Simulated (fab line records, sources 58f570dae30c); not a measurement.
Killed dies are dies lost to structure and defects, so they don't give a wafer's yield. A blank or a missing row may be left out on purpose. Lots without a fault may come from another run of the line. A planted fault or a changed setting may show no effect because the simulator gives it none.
Problem report in the 8D (eight disciplines) form, filled by code | flow berkeley_cmos170 | the parts of the form that need people (team, actions taken, sign-off) are left out

1. THE PROBLEM
killed_at_M0_to_M3 at UCB170_M3_PROBE_99 reads a mean of 19.0 on 7 wafers of 3 lots; wafers without a fault read 0.9 with a standard deviation of 0.89. That is +20 standard deviations from the usual mean.
First seen on wafer L637.2, day 9 15:54, on prober-01. The record holds 42 wafers of 15 lots with a number at this step. Rule for "out", or "out of limits": more than 4 standard deviations from the usual mean. The other wafers with a number count as sound.

2. WHAT IT IS AND WHAT IT IS NOT
question                    | is                                                                                 | is not
which readings at this step | killed_at_M0_to_M3, defect_limited_yield, killed_dies, sort_n_pass, sort_yield_pct | killed_open, killed_short
which lots                  | L635, L637, L639                                                                   | L628, L629, L632, L634, L640, L643, L645, L646, L647, L648, L650, L651
which wafers of those lots  | all that have a number                                                             | -
read on which tools         | prober-01, prober-02                                                               | -
when                        | from day 9 15:54                                                                   | up to then (9 sound wafers); but 26 sound wafers of L634, L640, L643, L645, L646, L647, L648, L650, L651 came after

3. SUSPECTS, AND WHAT RULES EACH OUT
Counting: a tool at a process step up to the reading stays a suspect if it ran every lot that is out and no sound lot after the first of them.
- rie_diel-01 at UCB170_V1_ETCH_14 (etches SiO2 in CHF3/CF4/Ar, stops on Al, target depth 1250 nm, time 279.2 s): kept. It ran every lot that is out, first L637 (day 9 06:24), and no sound lot after that; its last sound lot up to then is L632 (day 8 20:54).
- pvd_sputter-03 at UCB170_M3_SPUTTER_01 (material Al, target thk 900 nm, time 120 s): ruled out as a lasting fault. Sound lots L643, L645, L647, L646 ran on it after its first lot that is out, L637 (day 9 13:17).
Left after counting: rie_diel-01 at UCB170_V1_ETCH_14.

4. THE CAUSE (what the simulator had put in)
Chamber particle source: rie_diel-01, from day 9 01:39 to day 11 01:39, at UCB170_V1_ETCH_14. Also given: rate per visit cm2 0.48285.
Counting left only this tool.

5. THE CHAIN OF EFFECTS, in route order
Each row: a reading whose mean over the struck wafers that have a number lies more than 3 standard deviations from the usual. Only readings for which the record gives a usual standard deviation are gone through. hours: the time from each lot's start at the first step in this table that gives one to its start at this step, as a median over the lots. sigmas: the change in usual standard deviations.
hours | step               | reading              | usual  | on struck wafers | change | sigmas
0     | UCB170_M3_PROBE_99 | defect_limited_yield | 98.6 % | 91.0             | -7.6   | -8.0
0     | UCB170_M3_PROBE_99 | killed_at_M0_to_M3   | 0.9    | 19.0             | +18.1  | +20
0     | UCB170_M3_PROBE_99 | killed_dies          | 3.8    | 23.7             | +19.9  | +8.0
0     | UCB170_M3_PROBE_99 | killed_on_rim        | 1.4    | 7.3              | +5.9   | +3.7
0     | UCB170_M3_PROBE_99 | sort_bin_3_pad_short | 0.1 %  | 0.9              | +0.8   | +5.0
0     | UCB170_M3_PROBE_99 | sort_bin_5_function  | 0.9 %  | 6.8              | +5.9   | +7.4
0     | UCB170_M3_PROBE_99 | sort_n_pass          | 260.2  | 240.3            | -19.9  | -8.0
0     | UCB170_M3_PROBE_99 | sort_yield_pct       | 98.6 % | 91.0             | -7.6   | -8.0
The process steps in it:
- UCB170_M3_PROBE_99

6. WHAT WOULD HAVE CAUGHT IT SOONER
In this record the first reading out of limits was taken at day 9 15:54, 14 hours after the fault began at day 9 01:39.
Of the tool readings at UCB170_V1_ETCH_14 for which the record gives a usual standard deviation, none was out on any struck wafer, so an alarm limit of 4 standard deviations on them would not have fired.
Of the lots that are out (3), L639 began UCB170_V1_ETCH_14 on rie_diel-01 after day 9 15:54. A hold on the tool at that time would have spared it.
